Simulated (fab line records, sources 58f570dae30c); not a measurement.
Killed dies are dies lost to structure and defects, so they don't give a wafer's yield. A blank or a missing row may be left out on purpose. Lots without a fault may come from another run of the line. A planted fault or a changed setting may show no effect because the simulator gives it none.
Which tool did it? | flow berkeley_cmos170 | 7 lots, 21 wafers sampled, at 4 steps of a route of 331

WHAT THE GAUGES READ, wafer by wafer
UCB170_M3_RS_MEAS_02: measures by four-point-probe.
lot  | measured     | on            | M3_AL_RS (ohm/sq)
L663 | day 7 14:02  | film_metro-02 | 0.0316 0.0323 0.0315
L666 | day 8 07:01  | film_metro-03 | 0.0320 0.0317 0.0326
L668 | day 8 07:17  | film_metro-03 | 0.0323 0.0319 0.0315
L670 | day 9 10:25  | film_metro-01 | 0.0321 0.0328 0.0332
L675 | day 9 18:50  | film_metro-03 | 0.0320 0.0318 0.0323
L682 | day 11 22:26 | film_metro-01 | 0.0328 0.0326 0.0331
L685 | day 12 05:08 | film_metro-01 | 0.0327 0.0328 0.0327

WHICH TOOL RAN EACH LOT (tool, then ch and the chambers of the sampled wafers, then the start)
lot  | UCB170_PWELL_STRIP_16               | UCB170_SDANNEAL_RTA_01           | UCB170_M3_SPUTTER_01
L663 | plasma_asher-01 ch 0,1, day 2 21:54 | rtp_anneal-02 ch 0, day 6 14:58  | pvd_sputter-04, day 7 13:56
L666 | plasma_asher-03 ch 0,1, day 3 17:25 | rtp_anneal-02 ch 0, day 7 05:44  | pvd_sputter-01, day 8 06:55
L668 | plasma_asher-04 ch 0,1, day 4 03:42 | rtp_anneal-01 ch 0, day 7 05:29  | pvd_sputter-03, day 8 07:12
L670 | plasma_asher-03 ch 0,1, day 4 19:54 | rtp_anneal-01 ch 0, day 8 14:41  | pvd_sputter-03, day 9 10:19
L675 | plasma_asher-01 ch 0,1, day 5 15:28 | rtp_anneal-01 ch 0, day 8 23:28  | pvd_sputter-01, day 9 18:44
L682 | plasma_asher-04 ch 0,1, day 7 02:46 | rtp_anneal-02 ch 0, day 10 22:14 | pvd_sputter-03, day 11 22:20
L685 | plasma_asher-03 ch 0,1, day 7 16:31 | rtp_anneal-01 ch 0, day 11 11:04 | pvd_sputter-03, day 12 05:02
- UCB170_PWELL_STRIP_16: strips in O2.
- UCB170_SDANNEAL_RTA_01: time 5 s.
- UCB170_M3_SPUTTER_01: material Al, target thk 900 nm, time 120 s.

THE ANSWER, worked out from the rows above alone
Rule: what is usual is taken from the lots themselves. Put in order of their means at a reading, lots are off if they are a third of the lots or fewer, leave a main group of 4 or more, and stand apart from it by a gap of 3 or more times the standard deviation of the main group's means; of several such gaps the widest counts. A main group whose means are all the same, to the digits that the tables above print for the reading, isn't used. A lot without any number at a reading at which 4 lots or more have one is off too. The other lots that the step has rows for count as sound.
No lot is off at any reading shown: from this, nothing can be told.

WHAT THE SIMULATOR HAD PUT IN
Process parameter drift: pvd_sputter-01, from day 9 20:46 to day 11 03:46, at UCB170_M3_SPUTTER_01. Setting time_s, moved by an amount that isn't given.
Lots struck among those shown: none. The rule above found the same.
